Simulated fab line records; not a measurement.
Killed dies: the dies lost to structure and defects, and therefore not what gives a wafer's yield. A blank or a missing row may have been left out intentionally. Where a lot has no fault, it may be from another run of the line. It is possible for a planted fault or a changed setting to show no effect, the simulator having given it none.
Comparing a struck lot with a sound one | flow berkeley-cmos170 | 15 steps out of a route of 331
Sound: the wafers L896.2, L896.4, L896.6. The struck wafers were L906.2, L906.4, L906.5. The cause comes at the end.
Order at every step that has rows: each side's tool, ch and its chambers, its first start. Under that, the readings that differ: sound wafers | struck wafers | difference of the means | sigmas: that difference in standard deviations of wafers without a fault.
alike: words and numbers the same on both sides, and readings whose means are apart by under 2 such deviations; not compared: readings that were withheld, readings missing a value for some wafer, numbers with overlapping values and no deviation given by the record, and bounds like >300 which may hide the same value.
The two part at a step that has a row with sigmas, a row that says differs or no value, or rows on one side only. Numbers that don't overlap but have no deviation are shown without sigmas and don't part them. A reading that every wafer of one side lacks parts them only if that side has two wafers or more.

first, 1 step without rows for these wafers: UCB170_NVT_IMPLANT_07.
UCB170_NVT_STRIP_08: strips in O2.
  sound on plasma-asher-04 ch 0,1, day 6 15:42; struck on plasma-asher-04 ch 0,1, day 8 02:26
  alike: drypump-motor-current-A, o2-flow-sccm, oes-product-au, strip-time-to-endpoint-s
  not compared: rf-hours-counter-h
UCB170_NVT_TW_MEAS_09:
  struck on film-metro-01, day 8 02:32; sound on film-metro-04, day 6 15:49
  alike: NVT_TW
then, 7 steps without rows for these wafers: UCB170_NVT_CLEAN_10 (cleans in SPM, time 600 s); UCB170_PVT_HMDS_00 (prime time 60 s); UCB170_PVT_COAT_01 (resist thk 900 nm); UCB170_PVT_SOFTBAKE_02 (time 60 s); UCB170_PVT_EXPOSE_03 (exposes mask NWELL, target cd 3000 nm); UCB170_PVT_PEB_04; UCB170_PVT_DEVELOP_05 (develop time 45 s).
UCB170_PVT_OVL_MEAS_06:
  struck on overlay-02, day 8 05:45; sound on overlay-01, day 6 17:31
  alike: PVT_OVL
next, for these wafers, 1 step has no rows: UCB170_PVT_IMPLANT_07.
UCB170_PVT_STRIP_08: strips in O2.
  sound on plasma-asher-04 ch 0,1, day 6 17:41; struck on plasma-asher-04 ch 0,1, day 8 05:56
  reading                      | sound             | struck            | difference | sigmas
  o2-flow-sccm (sccm)          | 400.8 402.4 400.5 | 481.6 481.6 481.2 | +80.2      | +80
  oes-product-au (a.u.)        | 0.739 0.730 0.730 | 0.749 0.742 0.746 | +0.013     | +3
  strip-time-to-endpoint-s (s) | 21.58 21.66 21.67 | 21.08 21.01 21.05 | -0.59      | -9
  alike: drypump-motor-current-A
  not compared: rf-hours-counter-h
UCB170_PVT_TW_MEAS_09:
  struck on film-metro-01, day 8 06:02; sound on film-metro-01, day 6 17:48
  alike: PVT_TW
-- the record jumps here: 2 days lie between the struck wafers' starts before and after (it left off in module PVT and takes up again in module M3, whose first step shown is number 331 of the route) --
UCB170_M3_PROBE_99:
  rows exist in the record for the struck wafers here (prober-02, day 10 08:58), but not for the sound ones

WHERE THEY PART
Earliest at UCB170_PVT_STRIP_08; latest, in this record, at UCB170_M3_PROBE_99.

WHY: the cause the simulator had injected
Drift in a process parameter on plasma-asher-04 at UCB170_PVT_STRIP_08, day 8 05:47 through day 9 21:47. The setting o2-flow-sccm was moved by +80, starting from 400. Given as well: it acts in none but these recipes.
